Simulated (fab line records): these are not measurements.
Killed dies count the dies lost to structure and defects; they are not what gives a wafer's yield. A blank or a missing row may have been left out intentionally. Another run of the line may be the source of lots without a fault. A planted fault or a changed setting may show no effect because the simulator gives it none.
Comparing a struck lot with a sound one | flow berkeley-cmos170 | 15 out of 331 route steps
Sound: the wafers L742.3, L742.5, L742.6. Struck: wafer L748.4. (L748.1, L748.3 of the same lot were not struck and are left out.) The cause comes at the end.
Each step with rows lists, per side, the tool, then ch with its chambers, then its first start. Under that, the readings that differ: sound wafers | struck wafers | difference of the means | sigmas: that difference in standard deviations of wafers without a fault.
alike: readings with means less than 2 such deviations apart, plus words and numbers identical on both sides. not compared: withheld readings, readings lacking a value on some wafer, bounds such as >300 that could conceal the same value, and numbers that have no deviation in the record and whose values overlap.
A row with sigmas, a row that says differs or no value, or rows on one side alone: a step with any of these is where the two part. When numbers do not overlap yet have no deviation, they are printed without sigmas and do not part them. A reading missing from all wafers of one side parts the sides only when that side holds two or more wafers.

UCB170_START_BOW_MEAS_00:
  sound on film-metro-04 at day 1 15:02; struck on film-metro-04 at day 2 21:00
  alike: INCOMING_BOW
then, 2 steps without rows for these wafers: UCB170_START_CLEAN_01 (cleans in dHF, time 60 s); UCB170_START_OXIDATION_02 (target thk 20 nm, ox time 1800 s).
UCB170_START_THK_MEAS_03:
  sound on film-metro-04 at day 1 18:06; struck on film-metro-03 at day 2 23:53
  alike: START_OXIDE_THK
then, 7 steps without rows for these wafers: UCB170_START_ANNEAL_04 (time 1200 s); UCB170_ZERO_HMDS_00 (prime time 60 s); UCB170_ZERO_COAT_01 (resist thk 900 nm); UCB170_ZERO_SOFTBAKE_02 (time 60 s); UCB170_ZERO_EXPOSE_03 (exposes mask PM MARKS, target cd 4000 nm); UCB170_ZERO_PEB_04; UCB170_ZERO_DEVELOP_05 (develop time 45 s).
UCB170_ZERO_ETCH_06: etches SiO2 in CHF3/CF4/Ar, time 12 s.
  sound on rie-diel-04 ch 0,1,2, day 1 21:59; struck on rie-diel-03 ch 0, day 3 05:26
  alike: drypump-motor-current-A, oes-product-au, throttle-valve-pct
  not compared: rf-hours-counter-h
UCB170_ZERO_STRIP_07: strips in O2.
  sound on plasma-asher-01 ch 0,1, day 1 22:02; struck on plasma-asher-01 ch 0, day 3 05:28
  reading                      | sound             | struck | difference | sigmas
  o2-flow-sccm (sccm)          | 400.0 398.1 400.9 | 320.5  | -79.2      | -66
  oes-product-au (a.u.)        | 0.729 0.729 0.732 | 0.705  | -0.025     | -6
  strip-time-to-endpoint-s (s) | 21.43 21.46 21.48 | 22.21  | +0.75      | +17
  alike: drypump-motor-current-A
  not compared: rf-hours-counter-h
then, 2 steps without rows for these wafers: UCB170_NWELL_WET_ETCH_00 (etches SiO2 in dHF, time 200 s); UCB170_M3_PROBE_99.

## WHERE THEY PART
Only at UCB170_ZERO_STRIP_07, within this record.

WHY: what had been put in by the simulator
plasma-asher-01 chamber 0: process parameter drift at UCB170_ZERO_STRIP_07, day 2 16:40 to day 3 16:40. From 400, the setting o2-flow-sccm moved by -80. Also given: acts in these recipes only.
